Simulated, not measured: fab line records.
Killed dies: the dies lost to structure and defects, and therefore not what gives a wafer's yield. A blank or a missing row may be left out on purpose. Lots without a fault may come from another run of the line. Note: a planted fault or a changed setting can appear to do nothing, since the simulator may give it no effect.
Which tool is to blame?    flow berkeley cmos170    route of 331 steps, sampled at 1 step: 15 lots, 45 wafers

== WHAT EACH GAUGE READ, for each wafer ==
No reading from a measuring or inspecting step in the record can be judged against a usual standard deviation.

== WHAT TOOL EACH LOT RAN ON (gives the tool, then ch and the chambers of the sampled wafers, and finally the start) ==
lot   UCB170_FIELD_ANNEAL_03
L949  furnace-01 ch 0, day 4 23:43
L951  furnace-04 ch 0, day 5 09:34
L953  furnace-04 ch 0, day 6 01:31
L954  furnace-04 ch 0, day 6 01:31
L956  furnace-01 ch 0, day 6 20:47
L958  furnace-01 ch 0, day 6 20:47
L959  furnace-01, day 7 05:08
L960  furnace-01, day 7 19:08
L961  furnace-01, day 7 19:08
L962  furnace-01 ch 0, day 7 19:08
L963  furnace-02 ch 0, day 8 03:25
L968  furnace-01 ch 0, day 9 03:34
L970  furnace-02 ch 0, day 10 04:01
L971  furnace-02 ch 0, day 10 04:01
L972  furnace-02 ch 0, day 10 09:26
- UCB170_FIELD_ANNEAL_03: time 1200 s.

== WHAT THE TOOLS THEMSELVES READ (means of the sampled wafers that have a number; where no wafer has one, the mark that the record gives instead) ==
UCB170_FIELD_ANNEAL_03. Usual: spike tc centre C 1003.3 C, standard deviation 1.4; spike tc load C 1027.5 C, standard deviation 2.6; zone power centre pct 55 %, standard deviation 7.4.
lot   tool        spike tc centre C (C)  spike tc load C (C)  zone power centre pct (%)  flag
L949  furnace-01  1004.8                 1026.9               58                         
L951  furnace-04  1003.8                 1032.2               61                         
L953  furnace-04  1003.8                 1031.5               61                         
L954  furnace-04  1003.8                 1031.6               62                         
L956  furnace-01  1003.9                 1027.9               58                         
L958  furnace-01  1003.7                 1027.1               58                         
L959  furnace-01  -                      -                    -                          OFF
L960  furnace-01  -                      -                    -                          OFF
L961  furnace-01  -                      -                    -                          OFF
L962  furnace-01  1003.9                 1027.8               57                         
L963  furnace-02  1001.7                 1024.1               42                         
L968  furnace-01  1004.3                 1027.3               58                         
L970  furnace-02  1001.4                 1024.1               42                         
L971  furnace-02  1002.0                 1024.4               43                         
L972  furnace-02  1001.2                 1024.9               43                         

== THE ANSWER, worked out from the rows above alone ==
Rule: a lot is off if the mean of its wafers that have a number lies more than 3 standard deviations from the usual mean. Also off: a lot with no number at a reading for which 4 or more lots have one. All remaining lots with rows at the step are treated as sound. First the gauges in route order, then the tools' own readings, where a lot's mean is used as printed above. The first step at which some lot is off is used, and at that step the reading that is off furthest; a lot without a number counts as furthest.
Off, at UCB170_FIELD_ANNEAL_03 on spike tc centre C: L959, L960, L961. Without a number there: L959, L960, L961.
A tool fits if, at that step or a process step before it, it ran every lot that is off, and no sound lot after the first of them. Not one of the candidates tried fits.

== WHAT THE SIMULATOR HAD PUT IN ==
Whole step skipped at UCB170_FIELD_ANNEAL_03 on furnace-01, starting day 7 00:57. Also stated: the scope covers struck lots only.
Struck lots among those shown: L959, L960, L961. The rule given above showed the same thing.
